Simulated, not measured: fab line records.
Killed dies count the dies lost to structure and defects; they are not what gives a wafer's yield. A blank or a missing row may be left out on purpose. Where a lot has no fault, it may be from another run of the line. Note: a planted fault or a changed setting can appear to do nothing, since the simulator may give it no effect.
Matching of chambers :: flow berkeley cmos170 :: UCB170_ZERO_ETCH_06 on rie diel-04 has 4 sister chambers
The step etches SiO2 in CHF3/CF4/Ar, time 12 s. 8 wafers are shown with their chamber, then 7 later ones without.

## EACH WAFER AND ITS CHAMBER
wafer: L602.6
chamber: 2
drypump motor current A (A): 6.4
throttle valve pct (%): 9.34

wafer: L603.6
chamber: 0
drypump motor current A (A): 5.8
throttle valve pct (%): 9.26

wafer: L605.4
chamber: 3
drypump motor current A (A): 5.8
throttle valve pct (%): 9.09

wafer: L607.4
chamber: 3
drypump motor current A (A): 5.8
throttle valve pct (%): 9.08

wafer: L607.5
chamber: 0
drypump motor current A (A): 5.7
throttle valve pct (%): 9.25

wafer: L607.6
chamber: 1
drypump motor current A (A): 5.4
throttle valve pct (%): 9.15

wafer: L608.2
chamber: 2
drypump motor current A (A): 6.4
throttle valve pct (%): 9.33

wafer: L608.3
chamber: 1
drypump motor current A (A): 5.4
throttle valve pct (%): 9.14

## WAFERS WITH NO CHAMBER GIVEN
wafer: L608.4
drypump motor current A (A): 5.7
throttle valve pct (%): 9.25

wafer: L613.2
drypump motor current A (A): 6.4
throttle valve pct (%): 9.32

wafer: L613.3
drypump motor current A (A): 5.4
throttle valve pct (%): 9.16

wafer: L613.5
drypump motor current A (A): 6.4
throttle valve pct (%): 9.34

wafer: L619.2
drypump motor current A (A): 6.4
throttle valve pct (%): 9.32

wafer: L619.4
drypump motor current A (A): 5.4
throttle valve pct (%): 9.14

wafer: L619.6
drypump motor current A (A): 6.4
throttle valve pct (%): 9.34

## WHICH CHAMBER EACH WENT THROUGH
wafer: L608.4
from the rows above: 0
in truth: 0

wafer: L613.2
from the rows above: 2
in truth: 2

wafer: L613.3
from the rows above: 1
in truth: 1

wafer: L613.5
from the rows above: 2
in truth: 2

wafer: L619.2
from the rows above: 2
in truth: 2

wafer: L619.4
from the rows above: 1
in truth: 1

wafer: L619.6
from the rows above: 2
in truth: 2
7 of 7 placed correctly. Number that these rows cannot place: 0. Number placed wrongly: 0.
How it was worked out, from the rows above alone: a wafer's distance from a chamber is the root of the sum, over the readings, of the square of ((its reading less the chamber's mean) divided by the reading's scatter). If the next closest chamber is less than 2 further off than the closest, the wafer can't be placed; otherwise it belongs to the closest. The mean given for a chamber averages the wafers shown for that chamber. How the scatter is found: for the shown wafers, subtract from each reading the mean of its chamber, square and add these, divide the total by (wafers less chambers), then take the root.
